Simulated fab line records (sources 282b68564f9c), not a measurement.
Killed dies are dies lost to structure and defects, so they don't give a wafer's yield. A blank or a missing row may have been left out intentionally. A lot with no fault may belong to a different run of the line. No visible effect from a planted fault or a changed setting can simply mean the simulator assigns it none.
Struck lot and sound lot, side by side | flow rit_cmos | 19 out of 202 route steps
Sound: wafers L568.1, L568.2, L568.6. Wafers L579.1, L579.2, L579.3 were the ones struck. The cause is given at the end.
Each step with rows lists, per side, the tool, then ch with its chambers, then its first start. Under that, the readings that differ: sound wafers | struck wafers | difference of the means | sigmas: that difference in standard deviations of wafers without a fault.
alike: a reading whose means differ by less than 2 such deviations, as well as words and numbers matching on both sides. not compared: withheld readings; readings where some wafer has no value; bounds like >300 that might hide an equal value; numbers whose values overlap and for which the record gives no deviation.
Wherever a step has rows on one side only, a row that says differs or no value, or a row with sigmas, the two part there. Numbers that have no deviation but don't overlap get no sigmas and don't part them. A reading missing from all wafers of one side parts the sides only when that side holds two or more wafers.

first, 1 step without rows for these wafers: RIT_GATE_CLEAN_04 (cleans in dHF, time 60 s).
RIT_FOX2_THK_MEAS_91:
  sound on film_metro-01, day 3 09:01; struck on film_metro-04, day 5 16:05
  reading                     | sound       | struck      | difference | sigmas
  FIELD_OXIDE_LEFT_2_THK (nm) | 244 243 241 | 260 268 261 | +20        | +3
then, 2 steps without rows for these wafers: RIT_GATE_OXIDATION_05 (target thk 3 nm, ox time 270 s); RIT_GATE_ANNEAL_06 (time 600 s).
RIT_GATE_THK_MEAS_07:
  sound on film_metro-03, day 3 10:24; struck on film_metro-01, day 5 18:07
  alike: GATE_OXIDE_THK
then, 1 step without rows for these wafers: RIT_GATE_CVD_08 (deposits poly-Si from SiH4, target thk 250 nm, time 2220 s).
RIT_GATE_THK_MEAS_09:
  sound on film_metro-04, day 3 13:06; struck on film_metro-04, day 5 19:47
  alike: GATE_POLY_THK
then, 5 steps without rows for these wafers: RIT_GATE_HMDS_10 (prime time 60 s); RIT_GATE_COAT_11 (resist thk 855.5 nm); RIT_GATE_SOFTBAKE_12 (time 60 s); RIT_GATE_EXPOSE_13 (exposes mask M6, target cd 150 nm); RIT_GATE_PEB_14.
RIT_GATE_DEVELOP_15: develop time 50 s.
  sound on litho_track-02 ch 0, day 3 13:00; struck on litho_track-04 ch 0, day 5 20:00
  reading              | sound             | struck            | difference | sigmas
  developer_temp_C (C) | 22.94 22.95 22.83 | 23.64 23.76 23.77 | +0.82      | +8
RIT_GATE_CD_MEAS_16: the cd target is 150 nm.
  sound on cd_sem-01, day 3 14:01; struck on cd_sem-02, day 5 20:44
  reading    | sound             | struck            | difference | sigmas
  cd_nm (nm) | 147.7 149.9 148.9 | 152.8 154.1 153.4 | +4.6       | +3
RIT_GATE_OVL_MEAS_17:
  sound on overlay-02, day 3 14:08; struck on overlay-01, day 5 20:52
  alike: GATE_OVL
then, 1 step without rows for these wafers: RIT_GATE_HARDBAKE_18 (time 60 s).
RIT_GATE_ETCH_19: etches poly-Si in SF6/CHF3/O2, stops on SiO2, time 165 s, target depth 312.5 nm.
  sound on rie_si-01 ch 1,3, day 3 14:19; struck on rie_si-02 ch 1,2,3, day 5 21:03
  reading               | sound             | struck          | difference | sigmas
  model.GATE.cd_nm (nm) | 147.8 150.1 149.2 | 153.1 154 153.6 | +4.5       |
  alike: drypump_motor_current_A, oes_product_au, throttle_valve_pct
  not compared: rf_hours_counter_h
RIT_GATE_STRIP_20: strips in O2, time 180 s.
  sound on plasma_asher-01 ch 0,1, day 3 14:25; struck on plasma_asher-03 ch 0,1, day 5 21:10
  alike: drypump_motor_current_A
  not compared: rf_hours_counter_h
RIT_M1_PROBE_99:
  sound on prober-01, day 4 11:40; struck on prober-01, day 6 18:00
  reading                                    | sound                | struck               | difference | sigmas
  model.etest.npoly_line.width_nm (nm)       | 100.6 103.2 101.5    | 104.6 106.2 105.5    | +3.7       |
  model.etest.ppoly_line.width_nm (nm)       | 101.3 103.3 102.3    | 105.6 106.8 106.4    | +4.0       |
  model.etest.ring.delay_ps                  | 26.62 27.22 26.86    | 28.16 28.09 28.41    | +1.32      |
  model.etest.retro_edge_nmos.off_log10_a_um | -9.548 -9.934 -9.832 | -10.12 -10.08 -10.1  | -0.33      |
  model.etest.nmos_0p15.off_log10_a_um       | -9.65 -10.11 -10.02  | -10.31 -10.17 -10.37 | -0.36      |
  model.etest.ring.quiet_log10_a (angstrom)  | -7.542 -7.846 -7.732 | -8.063 -7.884 -8.105 | -0.311     |
  alike: killed_at_contacts, killed_at_front_end, killed_dies, killed_open, killed_short
  not compared: model.etest.npoly_line.line_ohm_um, model.etest.ppoly_line.line_ohm_um

## WHERE THEY PART
Earliest at RIT_FOX2_THK_MEAS_91; latest, in this record, at RIT_GATE_CD_MEAS_16. Later steps at which nothing parts them and some readings are alike: RIT_GATE_OVL_MEAS_17, RIT_GATE_ETCH_19, RIT_GATE_STRIP_20, RIT_M1_PROBE_99.

WHY: the cause the simulator had injected
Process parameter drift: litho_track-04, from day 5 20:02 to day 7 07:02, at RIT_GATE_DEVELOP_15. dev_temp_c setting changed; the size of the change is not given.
